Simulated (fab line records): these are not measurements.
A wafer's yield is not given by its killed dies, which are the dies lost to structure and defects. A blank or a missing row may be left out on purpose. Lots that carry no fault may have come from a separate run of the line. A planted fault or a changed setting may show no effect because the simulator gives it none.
A struck lot beside a sound one -- flow rit cmos -- 15 out of 202 route steps
Sound: these wafers, L858.2, L858.5, L858.6. Wafers L863.1, L863.2, L863.4 were the ones struck. Last of all comes the cause.
Each step with rows lists, per side, the tool, then ch with its chambers, then its first start. Under that, the readings that differ: sound wafers -- struck wafers -- difference of the means -- sigmas: that difference in standard deviations of wafers without a fault.
alike: words and numbers the same on both sides, and readings whose means are apart by under 2 such deviations; not compared: readings that were withheld, readings missing a value for some wafer, numbers with overlapping values and no deviation given by the record, and bounds like >300 which may hide the same value.
Wherever a step has rows on one side only, a row that says differs or no value, or a row with sigmas, the two part there. Non-overlapping numbers with no deviation appear without sigmas and do not part them. A reading that every wafer of one side lacks parts them only if that side has two wafers or more.

first, 2 steps without rows for these wafers: RIT_NRETRO_HARDBAKE_07 (time 120 s); RIT_NRETRO_IMPLANT_08.
RIT_NRETRO_STRIP_09: strips in O2, time 180 s.
  sound on plasma asher-03 ch 0,1, day 5 07:41; struck on plasma asher-01 ch 0,1, day 6 11:04
  alike: drypump motor current A
  not compared: rf hours counter h
RIT_NRETRO_TW_MEAS_10:
  sound: film metro-02 at day 5 07:53; struck: film metro-03 at day 6 11:14
  alike: NRETRO_TW
then, 6 steps without rows for these wafers: RIT_PRETRO_HMDS_00 (prime time 60 s); RIT_PRETRO_COAT_01 (resist thk 1300 nm); RIT_PRETRO_SOFTBAKE_02 (time 60 s); RIT_PRETRO_EXPOSE_03 (exposes mask M5, target cd 43700 nm); RIT_PRETRO_PEB_04; RIT_PRETRO_DEVELOP_05 (develop time 68 s).
RIT_PRETRO_OVL_MEAS_06:
  sound: overlay-01 at day 5 08:49; struck: overlay-01 at day 6 12:19
  alike: PRETRO_OVL
then, 1 step without rows for these wafers: RIT_PRETRO_HARDBAKE_07 (time 120 s).
RIT_PRETRO_IMPLANT_08:
  sound on implanter-03 ch 0, day 5 09:07; struck on implanter-03 ch 0, day 6 12:35
reading,sound,struck,difference,sigmas
tilt deg (degrees),7.000 7.011 6.989,7.629 7.636 7.639,+0.635,+32
RIT_PRETRO_STRIP_09: strips in O2, time 180 s.
  sound on plasma asher-04 ch 0,1, day 5 09:14; struck on plasma asher-04 ch 0,1, day 6 12:44
  alike: drypump motor current A
  not compared: rf hours counter h
RIT_M1_PROBE_99:
  rows exist in the record for the struck wafers here (prober-02, day 7 16:54), but not for the sound ones

WHERE THEY PART
Last at RIT_M1_PROBE_99 as far as this record goes, first at RIT_PRETRO_IMPLANT_08.

WHY: whatever the simulator had introduced
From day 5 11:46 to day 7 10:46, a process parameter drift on implanter-03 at RIT_PRETRO_IMPLANT_08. From 7, the setting tilt deg moved by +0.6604. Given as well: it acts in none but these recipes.
